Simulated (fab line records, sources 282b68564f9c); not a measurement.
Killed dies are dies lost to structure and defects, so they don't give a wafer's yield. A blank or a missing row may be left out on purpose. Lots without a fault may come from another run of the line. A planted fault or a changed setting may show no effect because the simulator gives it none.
A struck lot beside a sound one | flow rit_cmos | 17 steps out of a route of 202
Sound: wafers L703.1, L703.3, L703.5. Struck: wafers L710.3, L710.4, L710.5. The cause comes at the end.
At each step with rows: each side's tool, then ch and its chambers, then its first start. Under that, the readings that differ: sound wafers | struck wafers | difference of the means | sigmas: that difference in standard deviations of wafers without a fault.
alike: readings whose means differ by less than 2 such deviations, and words and numbers that are the same on both sides. not compared: withheld readings, readings that some wafer has no value for, bounds like >300 that may hide the same value, and numbers for which the record gives no deviation and whose values overlap.
The two part at a step that has a row with sigmas, a row that says differs or no value, or rows on one side only. Numbers that don't overlap but have no deviation are shown without sigmas and don't part them. A reading that every wafer of one side lacks parts them only if that side has two wafers or more.

first, 1 step without rows for these wafers: RIT_PRETRO_DEVELOP_05 (develop time 68 s).
RIT_PRETRO_OVL_MEAS_06:
  sound on overlay-01, day 4 00:22; struck on overlay-02, day 5 16:59
  reading         | sound         | struck      | difference | sigmas
  PRETRO_OVL (nm) | -2.7 0.0 -1.8 | 0.1 2.4 2.2 | +3.1       | +2
then, 2 steps without rows for these wafers: RIT_PRETRO_HARDBAKE_07 (time 120 s); RIT_PRETRO_IMPLANT_08.
RIT_PRETRO_STRIP_09: strips in O2, time 180 s.
  sound on plasma_asher-03 ch 0,1, day 4 00:49; struck on plasma_asher-03 ch 0,1, day 5 17:29
  alike: drypump_motor_current_A, o2_flow_sccm
  not compared: rf_hours_counter_h
RIT_PRETRO_TW_MEAS_10:
  sound on film_metro-03, day 4 00:59; struck on film_metro-02, day 5 17:37
  alike: PRETRO_TW
then, 5 steps without rows for these wafers: RIT_GATE_WET_ETCH_00 (etches SiO2 in BOE, target depth 56 nm, time 60 s); RIT_GATE_CLEAN_01 (cleans in SC1, time 600 s); RIT_GATE_CLEAN_02 (cleans in dHF, time 30 s); RIT_GATE_CLEAN_03 (cleans in SC2, time 600 s); RIT_GATE_CLEAN_04 (cleans in dHF, time 60 s).
RIT_FOX2_THK_MEAS_91:
  sound on film_metro-02, day 4 01:29; struck on film_metro-02, day 5 18:05
  alike: FIELD_OXIDE_LEFT_2_THK
RIT_GATE_OXIDATION_05: target thk 3 nm, ox time 270 s.
  sound on furnace-03 ch 0, day 4 04:00; struck on furnace-03 ch 0, day 5 19:15
  reading                                     | sound               | struck               | difference | sigmas
  spike_tc_centre_C (C)                       | 905.9 903.2 905.8   | 923.0 923.6 922.8    | +18.2      | +15
  spike_tc_load_C (C)                         | 923.1 923.2 920.5   | 943.8 944.3 944.7    | +22.0      | +10
  spike_tc_source_C (C)                       | 924.3 924.5 922.7   | 944.1 943.3 943.9    | +19.9      | +17
  tube_center_temp_C (C)                      | 900.08 900.2 899.91 | 920.05 919.94 920.01 | +19.94     | +99 or more
  tube_center_temp_C_max                      | 902.6 903.1 902.1   | 922.8 922.1 922.4    | +19.8      | +51
  model.SiO2_of_GATE_OXIDATION_05.thk_nm (nm) | 3.078 3.13 3.036    | 3.719 3.743 3.783    | +0.667     |
then, 1 step without rows for these wafers: RIT_GATE_ANNEAL_06 (time 600 s).
RIT_GATE_THK_MEAS_07:
  sound on film_metro-02, day 4 09:11; struck on film_metro-02, day 5 23:21
  reading             | sound          | struck         | difference | sigmas
  GATE_OXIDE_THK (nm) | 3.12 3.16 3.09 | 3.69 3.77 3.75 | +0.61      | +10
then, 1 step without rows for these wafers: RIT_GATE_CVD_08 (deposits poly-Si from SiH4, target thk 250 nm, time 2220 s).
RIT_M1_PROBE_99:
  sound on prober-02, day 5 09:07; struck on prober-01, day 7 00:31
  reading                             | sound             | struck            | difference | sigmas
  model.etest.pmos_0p3.r_on_ohm_um    | 6589 6707 6546    | 7615 7624 7711    | +1036      |
  model.etest.pmos_turned.r_on_ohm_um | 3627 3870 3702    | 3933 3931 4008    | +224       |
  model.etest.pmos_0p15.r_on_ohm_um   | 2854 3011 2873    | 3188 3160 3185    | +265       |
  model.etest.nmos_0p3.r_on_ohm_um    | 2236 2310 2197    | 2529 2541 2564    | +297       |
  model.etest.nmos_0p15.r_on_ohm_um   | 1155 1240 1160    | 1259 1260 1252    | +72        |
  model.etest.nmos_0p15.drive_ua_um   | 461.8 441 459.6   | 382.8 377.6 377.5 | -74.8      |
  model.etest.nmos_0p3.drive_ua_um    | 216.5 211.1 220.1 | 168.3 165.2 162.7 | -50.5      |
  model.etest.nmos_narrow.drive_ua_um | 211.4 205.2 214   | 161.4 155.8 159.8 | -51.2      |
  alike: killed_at_contacts, killed_at_front_end, killed_dies, killed_open, killed_short

WHERE THEY PART
First at RIT_PRETRO_OVL_MEAS_06; last, within this record, at RIT_GATE_THK_MEAS_07. Later steps at which nothing parts them and some readings are alike: RIT_M1_PROBE_99.

WHY: what the simulator had put in
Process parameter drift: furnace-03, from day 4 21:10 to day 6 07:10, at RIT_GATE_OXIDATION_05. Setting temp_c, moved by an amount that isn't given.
